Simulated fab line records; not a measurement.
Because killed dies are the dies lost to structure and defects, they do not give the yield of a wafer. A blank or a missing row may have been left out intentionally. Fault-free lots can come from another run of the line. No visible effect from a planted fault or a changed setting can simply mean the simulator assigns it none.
A lot that was struck, set against a sound lot | flow ritCmos | 15 out of 202 route steps
Sound: wafers L573.2, L573.3, L573.5. Wafers L588.3, L588.4, L588.6 were the ones struck. Last of all comes the cause.
Order at every step that has rows: each side's tool, ch and its chambers, its first start. Under that, the readings that differ: sound wafers | struck wafers | difference of the means | sigmas: that difference in standard deviations of wafers without a fault.
alike: readings with means less than 2 such deviations apart, plus words and numbers identical on both sides. not compared: withheld readings, readings lacking a value on some wafer, bounds such as >300 that could conceal the same value, and numbers that have no deviation in the record and whose values overlap.
The two part at a step that has a row with sigmas, a row that says differs or no value, or rows on one side only. Numbers that have no deviation but don't overlap get no sigmas and don't part them. A reading missing from all wafers of one side parts the sides only when that side holds two or more wafers.

first, 4 steps without rows for these wafers: RIT_PLDD_SOFTBAKE_02 (time 60 s); RIT_PLDD_EXPOSE_03 (exposes mask M8, target cd 40900 nm); RIT_PLDD_PEB_04; RIT_PLDD_DEVELOP_05 (develop time 50 s).
RIT_PLDD_OVL_MEAS_06:
  sound: overlay-02 at day 3 00:41; struck: overlay-02 at day 5 23:01
  alike: PLDD_OVL
then, 2 steps without rows for these wafers: RIT_PLDD_HARDBAKE_07 (time 60 s); RIT_PLDD_IMPLANT_08.
RIT_PLDD_STRIP_09: strips in O2, time 180 s.
  sound on plasmaAsher-01 ch 0,1, day 3 01:01; struck on plasmaAsher-02 ch 0,1, day 5 23:24
  alike: drypumpMotorCurrentA
  not compared: rfHoursCounterH
RIT_PLDD_TW_MEAS_10:
  sound: filmMetro-04 at day 3 01:12; struck: filmMetro-01 at day 5 23:32
reading | sound          | struck         | difference | sigmas
PLDD_TW | 2336 2343 2350 | 2288 2287 2295 | -53        | -3
then, 3 steps without rows for these wafers: RIT_SPACER_CLEAN_00 (cleans in SC1, time 600 s); RIT_SPACER_CLEAN_01 (cleans in dHF, time 30 s); RIT_SPACER_CLEAN_02 (cleans in SC2, time 600 s).
RIT_SPACER_CVD_03: deposits Si3N4 from SiH2Cl2/NH3, target thk 250 nm, time 3300 s.
  sound on lpcvd-02 ch 0, day 3 01:37; struck on lpcvd-02 ch 1, day 5 23:56
reading                                 | sound           | struck            | difference | sigmas
model.Si3N4_of_SPACER_CVD_03.thkNm (nm) | 248.7 248.1 249 | 317.9 319.8 318.5 | +70.1      | 
  alike: sih2cl2FlowSccm
RIT_SPACER_THK_MEAS_04:
  sound: filmMetro-03 at day 3 03:32; struck: filmMetro-03 at day 6 01:53
reading                 | sound             | struck            | difference | sigmas
SPACER_NITRIDE_THK (nm) | 248.6 248.0 249.0 | 318.1 319.9 318.6 | +70.3      | +28
RIT_SPACER_ETCHBACK_05: etches Si3N4 in SF6/CHF3, stops on SiO2, target depth 250 nm, time 240 s.
  sound on rieDiel-04 ch 1,2,3, day 3 03:35; struck on rieDiel-04 ch 1,2, day 6 01:55
reading                                 | sound             | struck            | difference | sigmas
oesProductAu (a.u.)                     | 0.840 0.854 0.840 | 0.979 0.983 0.970 | +0.133     | +8
model.etch.depthNm (nm)                 | 248.7 248.1 249   | 311.4 315 306.1   | +62.2      | 
model.Si3N4_of_SPACER_CVD_03.thkNm (nm) | 195 195.1 196.3   | 249.4 250.1 251.1 | +54.7      | 
  alike: drypumpMotorCurrentA, throttleValvePct
  not compared: rfHoursCounterH

## WHERE THEY PART
Last at RIT_SPACER_ETCHBACK_05 as far as this record goes, first at RIT_PLDD_TW_MEAS_10.

WHY: whatever the simulator had introduced
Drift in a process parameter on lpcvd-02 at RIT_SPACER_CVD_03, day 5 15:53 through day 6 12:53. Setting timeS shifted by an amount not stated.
